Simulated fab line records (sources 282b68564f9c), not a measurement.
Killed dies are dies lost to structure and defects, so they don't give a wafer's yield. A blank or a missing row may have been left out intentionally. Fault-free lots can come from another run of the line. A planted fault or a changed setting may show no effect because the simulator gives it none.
The tool behind it: which one? -- flow rit cmos -- 21 wafers from 7 lots sampled at 2 of the route's 202 steps

== WHAT THE GAUGES READ, wafer by wafer ==
RIT_WELLDRIVE_RS_MEAS_01: uses a four-point probe to measure.
lot,measured,on,NWELL_RS (ohm/sq)
L291,day 2 14:58,film metro-04,275.2 274.3 275.9
L294,day 3 09:08,film metro-04,275.6 274.3 274.6
L301,day 4 16:13,film metro-04,275.9 276.6 276.1
L305,day 5 12:41,film metro-03,285.9 285.5 284.6
L307,day 6 00:01,film metro-04,274.5 274.8 274.9
L310,day 6 13:59,film metro-04,275.5 276.9 276.7
L312,day 7 01:34,film metro-01,275.6 276.2 276.0

== TOOL THAT RAN EACH LOT (tool first, then ch and the chambers of the sampled wafers, then the start) ==
lot,RIT_WELLDRIVE_ANNEAL_00
L291,"furnace-04 ch 0, day 2 09:50"
L294,"furnace-04 ch 0, day 3 04:03"
L301,"furnace-04 ch 0, day 4 11:08"
L305,"furnace-01 ch 0, day 5 07:34"
L307,"furnace-04 ch 0, day 5 18:53"
L310,"furnace-04 ch 0, day 6 08:52"
L312,"furnace-03 ch 0, day 6 20:29"
- RIT_WELLDRIVE_ANNEAL_00: time 14700 s.

== THE ANSWER, worked out from the rows above alone ==
Rule: the usual values come from the lots themselves. Put in order of their means at a reading, lots are off if they are a third of the lots or fewer, leave a main group of 4 or more, and stand apart from it by a gap of 3 or more times the standard deviation of the main group's means; of several such gaps the widest counts. A main group whose means are all the same, to the digits that the tables above print for the reading, isn't used. Also off: a lot with no number at a reading for which 4 or more lots have one. Where the step has rows for the other lots, those lots are counted as sound.
Off: at RIT_WELLDRIVE_RS_MEAS_01 (NWELL_RS), L305. For the main group the mean is 275.5 ohm/sq and the standard deviation 0.66.
If a tool, at a process step before that reading, ran all the lots that are off and no sound lot after the first of them, it fits. The gauges at RIT_WELLDRIVE_RS_MEAS_01 are tried like those tools. Undecided on this evidence; 2 tools fit (furnace-01 at RIT_WELLDRIVE_ANNEAL_00, film metro-03 at RIT_WELLDRIVE_RS_MEAS_01).

== WHAT THE SIMULATOR HAD INSERTED ==
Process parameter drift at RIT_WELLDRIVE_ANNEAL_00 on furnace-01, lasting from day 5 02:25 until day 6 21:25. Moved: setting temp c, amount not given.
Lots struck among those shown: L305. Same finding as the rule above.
